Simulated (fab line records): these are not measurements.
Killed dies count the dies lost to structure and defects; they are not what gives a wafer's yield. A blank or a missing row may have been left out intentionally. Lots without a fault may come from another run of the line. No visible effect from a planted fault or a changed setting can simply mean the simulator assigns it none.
2 desks looking at one fault :: flow berkeley-cmos170 :: each desk holds nothing but its own numbers, with what lay behind them at the end

== THE TOOL OWNER'S DESK: implanter-04 ==
UCB170_NLDD_IMPLANT_08, tool's own readings: per-lot mean of the sampled wafers with a number, covering each lot this tool ran. A lot is out of limits, marked OUT, if its mean lies more than 4 standard deviations from the usual mean; the brackets give that distance.
Columns: A = beam-energy-keV at UCB170_NLDD_IMPLANT_08, usual 30.001; B = beam-on-s at UCB170_NLDD_IMPLANT_08, usual 9.98 s; C = tilt-deg at UCB170_NLDD_IMPLANT_08, usual 7.004 degrees
lot: L652
first seen here: day 7 05:53
A: 30.001
B: 9.98
C: 7.005

lot: L656
first seen here: day 8 05:02
A: 31.420 (+99 or more) OUT
B: 9.95
C: 6.984

lot: L660
first seen here: day 8 21:02
A: 31.428 (+99 or more) OUT
B: 9.88
C: 6.982
This desk's finding: out of limits on L656, L660; first on L656, day 8 05:02 (beam-energy-keV at UCB170_NLDD_IMPLANT_08). L652: within limits.

== METROLOGY DESK ==
Lot by lot, what the gauges showed, no matter which tool ran the lot: averages of those sampled wafers that carry a number. A lot is out of limits, marked OUT, if its mean lies more than 4 standard deviations from the usual mean; the brackets give that distance.
Columns: A = PLDD_OVL at UCB170_PLDD_OVL_MEAS_07, usual 2 nm; B = NLDD_OVL at UCB170_NLDD_OVL_MEAS_07, usual 1 nm; C = NLDD_RS at UCB170_SDANNEAL_RS_MEAS_05, usual 616.0 ohm/sq
lot: L648
first seen here: day 6 05:59
A: 8
B: 3
C: 617.0

lot: L649
first seen here: day 6 13:56
A: -1
B: -3
C: 618.7

lot: L652
first seen here: day 7 04:09
A: 8
B: -4
C: 615.2

lot: L650
first seen here: day 7 04:27
A: -0
B: -2
C: 615.1

lot: L653
first seen here: day 7 09:47
A: 3
B: 9
C: 617.9

lot: L656
first seen here: day 8 02:26
A: -2
B: 1
C: 612.6

lot: L655
first seen here: day 8 02:29
A: 3
B: 6
C: 614.9

lot: L660
first seen here: day 8 18:45
A: 4
B: 5
C: 611.5

lot: L662
first seen here: day 9 03:07
A: 2
B: 3
C: 615.9

lot: L664
first seen here: day 9 10:39
A: 3
B: 3
C: 616.3

lot: L667
first seen here: day 10 07:29
A: 0
B: -1
C: 616.7

lot: L668
first seen here: day 10 08:29
A: -3
B: 3
C: 616.5

lot: L669
first seen here: day 10 11:08
A: 7
B: 7
C: 616.0

lot: L670
first seen here: day 11 07:50
A: -3
B: 3
C: 613.7
Result from this desk: across the 14 lots, nothing is out of limits.

== BROUGHT TOGETHER ==
At day 8 05:02, on L656, L660, the tool owner's desk was in a position to raise an alarm.
Metrology desk: nothing out of limits seen.
The metrology desk holds a record of L656, L660, inside its limits.
All the named lots went through UCB170_NLDD_IMPLANT_08 on implanter-04.

== WHAT THE SIMULATOR PUT IN ==
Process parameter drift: implanter-04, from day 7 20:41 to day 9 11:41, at UCB170_NLDD_IMPLANT_08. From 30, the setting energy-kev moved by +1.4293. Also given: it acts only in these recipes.
Lots struck among those shown: L656, L660.
Each desk's first reading out of limits, in hours after the fault started: the tool owner's desk, 8.
